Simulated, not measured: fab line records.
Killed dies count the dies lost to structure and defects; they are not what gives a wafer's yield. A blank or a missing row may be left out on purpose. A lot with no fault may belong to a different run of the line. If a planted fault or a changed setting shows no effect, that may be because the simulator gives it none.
Comparing a struck lot with a sound one + flow berkeley cmos170 + 15 out of 331 route steps
Sound: these wafers, L127.1, L127.4, L127.5. Struck: wafer L142.5. (L142.3, L142.4 of the same lot were not struck and are left out.) The cause comes at the end.
For every step that has rows: the tool of each side, followed by ch and its chambers, followed by its first start. Under that, the readings that differ: sound wafers + struck wafers + difference of the means + sigmas: that difference in standard deviations of wafers without a fault.
alike: same words and numbers on both sides, and readings whose means sit less than 2 such deviations apart. not compared: any withheld reading, any reading some wafer has no value for, any bound like >300 that may hide the same value, and any number with overlapping values for which the record gives no deviation.
The two part at a step that has a row with sigmas, a row that says differs or no value, or rows on one side only. Numbers that have no deviation but don't overlap get no sigmas and don't part them. A reading that every wafer of one side lacks parts them only if that side has two wafers or more.

UCB170_V1_CMP_02: polishes SiO2.
  sound on cmp-01 ch 0,3, day 9 07:11; struck on cmp-01 ch 0, day 12 04:19
  alike: motor current A
UCB170_V1_BOW_MEAS_03:
  sound on film metro-03, day 9 07:29; struck on film metro-01, day 12 04:39
  alike: V1_BOW
UCB170_V1_THK_MEAS_04:
  sound on film metro-03, day 9 07:37; struck on film metro-01, day 12 04:45
| reading              | sound              | struck | difference | sigmas |
|----------------------|--------------------|--------|------------|--------|
| V1_POLISHED_THK (nm) | 998.4 1000.9 998.7 | 1002.1 | +2.8       | +2     |
then, 7 steps without rows for these wafers: UCB170_V1_CLEAN_05 (cleans in DIW); UCB170_V1_HMDS_06 (prime time 60 s); UCB170_V1_COAT_07 (resist thk 900 nm); UCB170_V1_SOFTBAKE_08 (time 60 s); UCB170_V1_EXPOSE_09 (exposes mask VIA1, target cd 700 nm); UCB170_V1_PEB_10; UCB170_V1_DEVELOP_11 (develop time 45 s).
UCB170_V1_CD_MEAS_12: the cd target is 700 nm.
  sound on cd sem-01, day 9 08:50; struck on cd sem-01, day 12 09:32
  alike: cd nm
UCB170_V1_OVL_MEAS_13:
  sound on overlay-01, day 9 08:58; struck on overlay-01, day 12 09:37
  alike: V1_OVL
UCB170_V1_ETCH_14: etches SiO2 in CHF3/CF4/Ar, stops on Al, target depth 1250 nm, time 291 s.
  sound on rie diel-02 ch 1,2,3, day 9 08:59; struck on rie diel-03 ch 0, day 12 09:39
| reading            | sound             | struck | difference | sigmas |
|--------------------|-------------------|--------|------------|--------|
| rf fwd power W (W) | 695.2 700.1 697.3 | 610.7  | -86.8      | -41    |
  alike: drypump motor current A, oes product au, throttle valve pct
  not compared: rf hours counter h, model.KrF_of_V1_COAT_07.thk nm
UCB170_V1_STRIP_15: strips in O2.
  sound on plasma asher-01 ch 0,1, day 9 09:10; struck on plasma asher-01 ch 0, day 12 09:52
  alike: drypump motor current A, oes product au, strip time to endpoint s
  not compared: rf hours counter h
UCB170_M3_PROBE_99:
  only the struck wafers here have rows in the record (prober-01, day 12 19:49); the sound ones have none

WHERE THEY PART
Last at UCB170_M3_PROBE_99 as far as this record goes, first at UCB170_V1_THK_MEAS_04.

WHY: what had been put in by the simulator
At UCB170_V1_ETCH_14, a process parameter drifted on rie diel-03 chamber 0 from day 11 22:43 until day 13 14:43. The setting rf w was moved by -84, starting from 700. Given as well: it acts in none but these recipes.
